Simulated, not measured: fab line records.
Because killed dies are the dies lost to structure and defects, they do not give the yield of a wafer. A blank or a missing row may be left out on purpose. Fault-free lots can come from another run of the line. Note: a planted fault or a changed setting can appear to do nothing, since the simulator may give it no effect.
Commonality check across tools + flow berkeleyCmos170 + 45 wafers sampled across 15 lots

## REASON FOR OPENING
3 of 15 lots carry a flag on the reading PSD_RS at UCB170_SDANNEAL_RS_MEAS_02. Fault-free wafers read 75.6 ohm/sq, with a standard deviation of 0.3.
Rule: a lot is flagged in two cases, either no wafer of it has a number, or all its wafers with numbers fall more than 4 standard deviations from that mean. The rest of the lots are taken to be sound.

| lot  | measured     | on           | PSD_RS (ohm/sq), wafer by wafer | flag    |
|------|--------------|--------------|---------------------------------|---------|
| L542 | day 8 10:38  | filmMetro-02 | 75.1 75.3 75.1                  |         |
| L544 | day 8 14:14  | filmMetro-04 | 75.5 75.5 75.3                  |         |
| L547 | day 9 00:32  | filmMetro-01 | 75.5 75.3 75.6                  |         |
| L545 | day 9 00:51  | filmMetro-04 | 75.8 75.9 75.9                  |         |
| L551 | day 9 14:58  | filmMetro-02 | 74.9 75.1 75.2                  |         |
| L549 | day 9 14:59  | filmMetro-01 | 75.4 75.4 75.5                  |         |
| L550 | day 9 15:11  | filmMetro-04 | 75.4 75.5 75.8                  |         |
| L553 | day 10 01:18 | filmMetro-01 | 75.8 75.2 75.7                  |         |
| L552 | day 10 01:47 | filmMetro-02 | 75.9 75.5 75.8                  |         |
| L554 | day 10 13:13 | filmMetro-04 | 75.7 76.3 75.8                  |         |
| L557 | day 10 21:40 | filmMetro-04 | 69.7 69.9 70.0                  | FLAGGED |
| L562 | day 11 19:21 | filmMetro-04 | 75.7 75.9 76.2                  |         |
| L561 | day 11 19:25 | filmMetro-01 | 69.5 69.5 69.6                  | FLAGGED |
| L558 | day 11 20:08 | filmMetro-01 | 69.7 70.0 69.8                  | FLAGGED |
| L565 | day 13 00:37 | filmMetro-01 | 75.8 75.6 75.8                  |         |
Average over the flagged lots: 69.7 ohm/sq; offset from the usual -5.9 ohm/sq, equal to -20 standard deviations.

## TOOL THAT RAN EACH LOT
Before the reading, the record contains 2 process steps out of a 331-step route. Every cell lists first the tool, next ch and the chambers used by the sampled wafers, and last the start.
| lot  | flag    | UCB170_PLDD_STRIP_10                | UCB170_SDANNEAL_RTA_01          |
|------|---------|-------------------------------------|---------------------------------|
| L542 |         | plasmaAsher-01 ch 0, day 7 17:23    | rtpAnneal-02 ch 0, day 8 10:25  |
| L544 |         | plasmaAsher-01 ch 0,1, day 8 01:27  | rtpAnneal-02 ch 0, day 8 14:00  |
| L547 |         | plasmaAsher-04 ch 0,1, day 8 10:29  | rtpAnneal-02 ch 0, day 9 00:26  |
| L545 |         | plasmaAsher-03 ch 0,1, day 8 10:46  | rtpAnneal-02 ch 0, day 9 00:44  |
| L551 |         | plasmaAsher-04 ch 0,1, day 8 22:57  | rtpAnneal-01 ch 0, day 9 14:54  |
| L549 |         | plasmaAsher-01 ch 0,1, day 8 23:12  | rtpAnneal-02 ch 0, day 9 14:55  |
| L550 |         | plasmaAsher-04 ch 0,1, day 8 22:43  | rtpAnneal-02 ch 0, day 9 15:07  |
| L553 |         | plasmaAsher-01 ch 0,1, day 9 11:41  | rtpAnneal-01 ch 0, day 10 01:14 |
| L552 |         | plasmaAsher-04 ch 0,1, day 9 12:08  | rtpAnneal-02 ch 0, day 10 01:41 |
| L554 |         | plasmaAsher-04 ch 0,1, day 9 22:59  | rtpAnneal-01 ch 0, day 10 13:09 |
| L557 | FLAGGED | plasmaAsher-01 ch 0,1, day 10 06:13 | rtpAnneal-01 ch 0, day 10 21:33 |
| L562 |         | plasmaAsher-04 ch 0,1, day 11 04:47 | rtpAnneal-02 ch 0, day 11 19:17 |
| L561 | FLAGGED | plasmaAsher-03 ch 0,1, day 11 04:51 | rtpAnneal-01 ch 0, day 11 19:21 |
| L558 | FLAGGED | plasmaAsher-01 ch 0,1, day 11 04:33 | rtpAnneal-01 ch 0, day 11 20:02 |
| L565 |         | plasmaAsher-01 ch 0,1, day 12 12:07 | rtpAnneal-02 ch 0, day 13 00:32 |
What is done by these steps:
- UCB170_PLDD_STRIP_10: strips in O2.
- UCB170_SDANNEAL_RTA_01: time 5 s.
- UCB170_SDANNEAL_RS_MEAS_02: measures by four-point-probe.

## FLAGGED AGAINST TOTAL, ONE TOOL AT A TIME (gauges that did the reading follow at the end)
| step                       | tool           | lots run | flagged | share of the flagged lots | sound lots run after its first flagged lot |
|----------------------------|----------------|----------|---------|---------------------------|--------------------------------------------|
| UCB170_PLDD_STRIP_10       | plasmaAsher-01 | 7        | 2       | some                      | 1 (L565)                                   |
| UCB170_PLDD_STRIP_10       | plasmaAsher-03 | 2        | 1       | some                      | 0                                          |
| UCB170_PLDD_STRIP_10       | plasmaAsher-04 | 6        | 0       | none                      | -                                          |
| UCB170_SDANNEAL_RTA_01     | rtpAnneal-01   | 6        | 3       | all                       | 0                                          |
| UCB170_SDANNEAL_RTA_01     | rtpAnneal-02   | 9        | 0       | none                      | -                                          |
| UCB170_SDANNEAL_RS_MEAS_02 | filmMetro-01   | 6        | 2       | some                      | 1 (L565)                                   |
| UCB170_SDANNEAL_RS_MEAS_02 | filmMetro-02   | 3        | 0       | none                      | -                                          |
| UCB170_SDANNEAL_RS_MEAS_02 | filmMetro-04   | 6        | 1       | some                      | 1 (L562)                                   |

## THE TABLE: WHAT IT ALLOWS
In the table, 1 row covers all flagged lots: rtpAnneal-01 at UCB170_SDANNEAL_RTA_01.
- rtpAnneal-01 at UCB170_SDANNEAL_RTA_01 ran 6 lots, 3 of them flagged. Last sound lot L554 at day 10 13:09, first flagged lot L557 at day 10 21:33; a fault beginning in between fits.
rtpAnneal-01 at UCB170_SDANNEAL_RTA_01 is the single tool remaining.

## WHAT THE SIMULATOR PUT IN
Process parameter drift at UCB170_SDANNEAL_RTA_01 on rtpAnneal-01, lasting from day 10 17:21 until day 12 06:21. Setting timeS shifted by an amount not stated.
Lots struck among those shown: L557, L561, L558. Same finding as the rule above.
